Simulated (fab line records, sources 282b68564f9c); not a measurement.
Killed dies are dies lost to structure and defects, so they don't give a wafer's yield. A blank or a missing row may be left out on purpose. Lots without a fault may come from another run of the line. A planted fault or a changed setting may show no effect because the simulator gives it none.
Split-lot experiment | flow rit_cmos | 5 lots, 23 wafers read, on a route of 202 steps

THE SPLIT
At RIT_CONTACT_COAT_03 (resist thk 1000 nm), the setting resist_thk_nm was moved away from the recipe's 1000 nm on 7 of the 23 wafers read, by -5.5% to +3.9%. The other wafers ran this setting at the recipe's value.

The reading is taken at the split's own step.

THE READING
NOVOLAK_of_CONTACT_COAT_03.thk_nm (the simulator's own value, which no gauge read), in nm, at RIT_CONTACT_COAT_03 (resist thk 1000 nm). The file gives no usual value for it. The 16 wafers here that ran the recipe average 1000.5 nm, standard deviation 4 nm.

wafer  | tool, chamber at the split | resist_thk_nm as run, nm | against the recipe | NOVOLAK_of_CONTACT_COAT_03.thk_nm, nm | against lot-mates on the recipe
L077.2 | litho_track-03, 0          | 1000                     | recipe             | 997.5                                 | -
L077.3 | litho_track-03, 0          | 1000                     | recipe             | 995.2                                 | -
L077.5 | litho_track-03, 0          | 1000                     | recipe             | 994.4                                 | -
L078.1 | litho_track-01, 0          | 1039                     | +3.9%              | 1040                                  | +39.8
L078.3 | litho_track-01, 0          | 1000                     | recipe             | 999.4                                 | -
L078.4 | litho_track-01, 0          | 1039                     | +3.9%              | 1041                                  | +40.8
L078.5 | litho_track-01, 0          | 1000                     | recipe             | 1002                                  | -
L078.6 | litho_track-01, 0          | 1000                     | recipe             | 999.1                                 | -
L082.1 | litho_track-01, 0          | 1000                     | recipe             | 1007                                  | -
L082.2 | litho_track-01, 0          | 1000                     | recipe             | 1004                                  | -
L082.3 | litho_track-01, 0          | 1000                     | recipe             | 1004                                  | -
L082.4 | litho_track-01, 0          | 1000                     | recipe             | 1008                                  | -
L082.6 | litho_track-01, 0          | 1000                     | recipe             | 1006                                  | -
L083.2 | litho_track-01, 0          | 1000                     | recipe             | 1000                                  | -
L083.3 | litho_track-01, 0          | 1000                     | recipe             | 997.6                                 | -
L083.4 | litho_track-01, 0          | 953.3                    | -4.7%              | 951.7                                 | -47.1
L083.5 | litho_track-01, 0          | 953.3                    | -4.7%              | 951                                   | -47.8
L083.6 | litho_track-01, 0          | 953.3                    | -4.7%              | 950.1                                 | -48.7
L085.1 | litho_track-01, 0          | 1000                     | recipe             | 998.3                                 | -
L085.2 | litho_track-01, 0          | 944.6                    | -5.5%              | 944.4                                 | -53.6
L085.4 | litho_track-01, 0          | 944.6                    | -5.5%              | 947.3                                 | -50.7
L085.5 | litho_track-01, 0          | 1000                     | recipe             | 998.5                                 | -
L085.6 | litho_track-01, 0          | 1000                     | recipe             | 997.1                                 | -

THE FIT
A straight line over all 23 wafers: NOVOLAK_of_CONTACT_COAT_03.thk_nm changes by +10.2 nm for each +1% of resist_thk_nm; r = +0.99; the points scatter about the line by 3.7 nm.
The same after taking each lot's own level away (the mean of its wafers on the recipe; 23 wafers): +9.96 nm for each +1%; r = +1.00; scatter 1.7 nm.
On that fit, the largest move of resist_thk_nm shifts the reading by 55 nm.
The lots' own levels span 995.70 to 1005.80 nm, that is 2.5 times the standard deviation above.
So the lot-to-lot level changes the slope little: the two slopes agree.
Check: with one of the wafers moved furthest among these (-5.5%) left out of the fit, the line predicts -55.3 nm for it against its lot-mates. It came out at -53.6 nm against them.

OTHER SPLITS ON THESE WAFERS
These wafers also went through other splits before the reading. Each is held against what the fit with the lots' levels taken away leaves over:
other split on the same wafers | wafers away from the commonest value | r with NOVOLAK_of_CONTACT_COAT_03.thk_nm (lot level and that fit taken away)
RIT_GATE_EXPOSE_13 dose_mj     | 4                                    | +0.38
RIT_NLDD_IMPLANT_08 dose_cm2   | 6                                    | +0.30
RIT_PSD_IMPLANT_08 energy_kev  | 11                                   | -0.14
RIT_SDANNEAL_CLEAN_02 time_s   | 10                                   | +0.27
RIT_SILICIDE_SPUTTER_01 time_s | 11                                   | -0.24

THE FILE'S OWN FIT
NOVOLAK_of_CONTACT_COAT_03.thk_nm changes by +9.9 nm for each +1% of resist_thk_nm, r = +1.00.
